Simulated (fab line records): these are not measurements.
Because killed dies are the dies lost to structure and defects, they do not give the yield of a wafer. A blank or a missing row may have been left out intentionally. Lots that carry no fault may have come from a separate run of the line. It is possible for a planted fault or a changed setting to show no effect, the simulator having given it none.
fab line records / flow ritCmos
[record] lots = 14 wafers = 42 lastDay = 8
route steps=202 shown GATE@91 M1@202
lots with no fault: from the same line, run without faults
startH: start of the lot's first displayed wafer, in hours after the record's first day / waitH: how many hours have passed since the lot's step before this one / " as in the row above / L1.1+2: a row that stands for several wafers / - no value, or no start given / * or withheld: withheld / < > ~ a bound
route shown NAME@n: NAME is a module with steps in the file, n the number in the route of the first one / usual: average and standard deviation across the fault-free wafers / same: alike in all rows / chamber/n: place in a boat / sites: the reading at each site / _std_site: the standard deviation of these / _edge_site: mean of outer sites minus mean of inner sites / radiusMm: for every site, how far away it sits from the centre of the wafer / mask NAME#n: copy n / behind: the most recent tool/chamber to have shaped the wafer / hold: the reason the lot was held/the length of the hold in hours/how it ended / device: the n, p or np transistor that did not switch / end of line: at the end of the route, the tests of the same wafers / a step with no rows: only its recipe / killed: not the wafer's yield, but the dies lost to structure and defects at the first sort / map: the dies of a wafer, with x for killed, . for not killed, _ for no die there
set.NAME: the setting as run; set.NAME@STEP: as run at that earlier step / model.NAME: the simulator's own value behind a step, which no gauge read
route steps across a sampled set of lots; one table per step, one row per wafer
[[steps]]
[step RIT_GATE_DEVELOP_15]
[recipe] resist = NOVOLAK developTimeS = 50 devTempC = 23
lot.wafer=L867.2+3+5 tool=lithoTrack-04 chamber=0 startH=44 waitH=-
lot.wafer=L868.2+4+5 tool=lithoTrack-03 chamber=0 startH=47 waitH=-
lot.wafer=L869.2+4+6 tool=lithoTrack-04 chamber=0 startH=59 waitH=-
lot.wafer=L870.1+4+5 tool=lithoTrack-02 chamber=0 startH=61 waitH=-
lot.wafer=L871.1+3+6 tool=lithoTrack-02 chamber=0 startH=65 waitH=-
lot.wafer=L873.1+2+6 tool=lithoTrack-03 chamber=0 startH=75 waitH=-
lot.wafer=L875.1+3+4 tool=lithoTrack-04 chamber=0 startH=88 waitH=-
lot.wafer=L876.3+4+6 tool=lithoTrack-02 chamber=0 startH=91 waitH=-
lot.wafer=L877.2+4+6 tool=lithoTrack-02 chamber=0 startH=92 waitH=-
lot.wafer=L885.4+5+6 tool=lithoTrack-04 chamber=0 startH=153 waitH=-
lot.wafer=L887.3+4+6 tool=lithoTrack-02 chamber=0 startH=158 waitH=-
lot.wafer=L886.1+4+6 tool=lithoTrack-04 chamber=0 startH=158 waitH=-
lot.wafer=L888.2+3+6 tool=lithoTrack-02 chamber=0 startH=164 waitH=-
lot.wafer=L889.2+3+5 tool=lithoTrack-02 chamber=0 startH=172 waitH=-
[step RIT_M1_PROBE_99]
[usual] killedAtContacts = 0.0/0.22 killedAtFrontEnd = 6.6/2.7 killedDies = 6.7/2.7 killedOnRim = 1.7/1.4 killedOpen = 3.4/2 killedShort = 3.2/1.8
[same] grossDies = 264 killed_at_M0_to_M3 = 0 killed_at_M4_up = 0 killedAtBackSide = 0 killedAtOther = 0
lot.wafer=L885.4 tool=prober-01 chamber=- startH=175.24 waitH=0.2 killedAtContacts=0 killedAtFrontEnd=264 killedDies=264 killedOnRim=70 killedOpen=2 killedShort=2
lot.wafer=L885.5 tool=prober-01 chamber=- startH=175.29 waitH=0.2 killedAtContacts=0 killedAtFrontEnd=264 killedDies=264 killedOnRim=70 killedOpen=4 killedShort=3
lot.wafer=L885.6 tool=prober-01 chamber=- startH=175.34 waitH=0.2 killedAtContacts=0 killedAtFrontEnd=264 killedDies=264 killedOnRim=70 killedOpen=4 killedShort=8
lot.wafer=L886.1 tool=prober-01 chamber=- startH=181.67 waitH=0.1 killedAtContacts=1 killedAtFrontEnd=263 killedDies=264 killedOnRim=70 killedOpen=3 killedShort=1
lot.wafer=L886.4 tool=prober-01 chamber=- startH=181.82 waitH=0.2 killedAtContacts=0 killedAtFrontEnd=264 killedDies=264 killedOnRim=70 killedOpen=11 killedShort=6
lot.wafer=L886.6 tool=prober-01 chamber=- startH=181.92 waitH=0.2 killedAtContacts=0 killedAtFrontEnd=264 killedDies=264 killedOnRim=70 killedOpen=2 killedShort=5
// killed by level:class
L885.4 GATE:areaDevelop=260 GATE:geometricParticle:short=1 GATE:geometricParticle:open=1 REOX:geometricParticle:open=1 SPACER:geometricParticle:short=1
L885.5 GATE:areaDevelop=257 GATE:geometricParticle:open=2 SPACER:geometricParticle:short=2 GATE:geometricParticle:short=1 REOX:geometricParticle:open=1 SPACER:geometricParticle:open=1
L885.6 GATE:areaDevelop=252 GATE:geometricParticle:short=4 REOX:geometricParticle:short=3 GATE:geometricParticle:open=2 REOX:geometricParticle:open=1 SPACER:geometricParticle:short=1 SPACER:geometricParticle:open=1
L886.1 GATE:areaDevelop=260 GATE:geometricParticle:short=1 GATE:geometricParticle:open=1 SILICIDE:geometricParticle:open=1 CONTACT:geometricParticle:open=1
L886.4 GATE:areaDevelop=247 FOX2:geometricParticle:open=3 REOX:geometricParticle:open=3 FOX1:geometricParticle:open=2 FOX2:geometricParticle:short=2 GATE:geometricParticle:short=2 SPACER:geometricParticle:open=2 SPACER:geometricParticle:short=2
L886.6 GATE:areaDevelop=257 SPACER:geometricParticle:short=2 FOX2:geometricParticle:short=1 GATE:geometricParticle:open=1 GATE:geometricParticle:short=1 REOX:geometricParticle:open=1 SILICIDE:geometricParticle:short=1
[[key]]
[firstSign] step = RIT_M1_PROBE_99 reading = killedDies direction = up sigmas = 94 usual = 6.7 struck = 264
[effect] step = RIT_M1_PROBE_99 reading = killedAtFrontEnd direction = up sigmas = 94 usual = 6.6 struck = 263.8
[moreKillsBornAt] RIT_GATE_DEVELOP_15@lithoTrack-04 = 1534
metAt RIT_GATE_DEVELOP_15
struckLots L885,L886
laterRowsLeftOut L885.4,L885.5,L885.6,L886.1,L886.4,L886.6
testerLeftOut L885,L886
[loopTrim] step = RIT_GATE_EXPOSE_13 setting = dose lots = L886
onsetBetween 88 153
[fault] kind = processParameterDrift tool = lithoTrack-04 chamber = - onsetH = 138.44 steps = RIT_GATE_DEVELOP_15 channel = developTimeS offset = * shape = step endH = 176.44 actsIn = * stated = *
// testerLeftOut: of these lots the tester's yield and bins aren't shown, on N5 and GAA mostly nor the transistor test; their killed dies are dies lost to structure and defects alone, not to doping, threshold or leakage, so they don't give the yield
// laterRowsLeftOut: the simulator's readings of these wafers behind a module that went badly wrong aren't trusted and aren't shown, but for the sort
// loopTrim: a control loop set the setting to another value than it would have without faults
